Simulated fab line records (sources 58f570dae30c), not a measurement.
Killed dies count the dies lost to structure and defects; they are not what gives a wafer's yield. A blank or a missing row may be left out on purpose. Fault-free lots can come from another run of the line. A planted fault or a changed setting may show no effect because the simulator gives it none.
Split-lot study ; flow berkeley cmos170 ; 5 lots, 27 wafers read, on a route of 331 steps

## ON THE SPLIT
At UCB170_ACTIVE_ETCH_15 (etches Si3N4 in CH3F/Ar/O2, stops on SiO2, target depth 242 nm, time 151 s), the setting time s was moved away from the recipe's 151 s on 9 of the 27 wafers read, by -27.2% to +48.8%. For the rest of the wafers, this setting stayed at what the recipe calls for.

The reading comes from the split's own step.

## THE READING
KrF_of_ACTIVE_COAT_08.thk nm (the simulator's own value, which no gauge read), in nm, at UCB170_ACTIVE_ETCH_15 (etches Si3N4 in CH3F/Ar/O2, stops on SiO2, target depth 242 nm, time 151 s). There is no usual value for it anywhere in the file. Average 723.9 nm, standard deviation 3.1 nm, over the 18 wafers here run with the recipe.

wafer;tool, chamber at the split;time s as run, s;against the recipe;KrF_of_ACTIVE_COAT_08.thk nm, nm;against lot-mates on the recipe
L075.2;rie diel-01, 3;151;recipe;725.3;-
L075.3;rie diel-01, 2;151;recipe;728.6;-
L075.4;rie diel-01, 3;151;recipe;724.9;-
L076.1;rie diel-01, 2;224.7;+48.8%;642.8;-78.3
L076.2;rie diel-01, 1;224.7;+48.8%;645.9;-75.2
L076.3;rie diel-01, 3;151;recipe;722;-
L076.4;rie diel-01, 1;224.7;+48.8%;642.2;-78.9
L076.5;rie diel-01, 3;151;recipe;720.5;-
L076.6;rie diel-01, 2;151;recipe;720.7;-
L078.1;rie diel-01, 1;151;recipe;720.8;-
L078.2;rie diel-01, 3;110;-27.2%;765;+44.7
L078.3;rie diel-01, 2;110;-27.2%;763.8;+43.5
L078.4;rie diel-01, 2;151;recipe;717.8;-
L078.5;rie diel-01, 3;110;-27.2%;767.6;+47.3
L078.6;rie diel-01, 1;151;recipe;722.3;-
L081.1;rie diel-02, 0;151;recipe;724.7;-
L081.2;rie diel-02, 1;151;recipe;725.1;-
L081.3;rie diel-02, 2;151;recipe;727;-
L081.4;rie diel-02, 3;151;recipe;728.4;-
L081.5;rie diel-02, 1;151;recipe;729.2;-
L081.6;rie diel-02, 0;151;recipe;724.9;-
L085.1;rie diel-02, 2;121.1;-19.8%;753.1;+30.7
L085.2;rie diel-02, 0;121.1;-19.8%;751.1;+28.7
L085.3;rie diel-02, 3;151;recipe;721;-
L085.4;rie diel-02, 1;151;recipe;722.9;-
L085.5;rie diel-02, 1;151;recipe;723.3;-
L085.6;rie diel-02, 2;121.1;-19.8%;752.9;+30.5

THE FIT
A straight line over all 27 wafers: KrF_of_ACTIVE_COAT_08.thk nm changes by -1.6 nm for each +1% of time s; r = -1.00; the points scatter about the line by 3 nm.
The same after taking each lot's own level away (the mean of its wafers on the recipe; 27 wafers): -1.59 nm for each +1%; r = -1.00; scatter 1.8 nm.
According to that fit, moving time s by its largest amount changes the reading by 78 nm.
From 720.30 to 726.55 nm: that is the span of the lots' own levels, equal to 2.0 times the standard deviation above.
Consequently the slope shifts little with the lot-to-lot level, the two slopes agreeing.
Check: with one of the wafers moved furthest among these (+48.8%) left out of the fit, the line predicts -77.6 nm for it against its lot-mates. Against them it came out at -78.3 nm.

## FURTHER SPLITS ON THESE WAFERS
Note: prior to the reading, these wafers also went through further splits. Each is held against what the fit with the lots' levels taken away leaves over:
other split on the same wafers;wafers away from the commonest value;r with KrF_of_ACTIVE_COAT_08.thk nm (lot level and that fit taken away)
UCB170_ZERO_ETCH_06 time s;9;+0.32

## THE WHOLE CHAIN: every reading that the file lists as answering this split, in the file's order
step;what it does;reading;change (the file's fit);r (the file's)
UCB170_ACTIVE_ETCH_15;etches Si3N4 in CH3F/Ar/O2, stops on SiO2, target depth 242 nm, time 151 s;SiO2_of_ACTIVE_OXIDATION_02.thk nm (the simulator's own value, which no gauge read);-0.294 nm for each +1% of the setting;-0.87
UCB170_ACTIVE_ETCH_15;etches Si3N4 in CH3F/Ar/O2, stops on SiO2, target depth 242 nm, time 151 s;KrF_of_ACTIVE_COAT_08.thk nm (the simulator's own value, which no gauge read);-1.59 nm for each +1% of the setting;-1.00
UCB170_ACTIVE_STRIP_16;strips in O2;strip time to endpoint s;withheld for each +1% of the setting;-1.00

## THE FILE'S OWN FIT
KrF_of_ACTIVE_COAT_08.thk nm changes by -1.59 nm for each +1% of time s, r = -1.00.
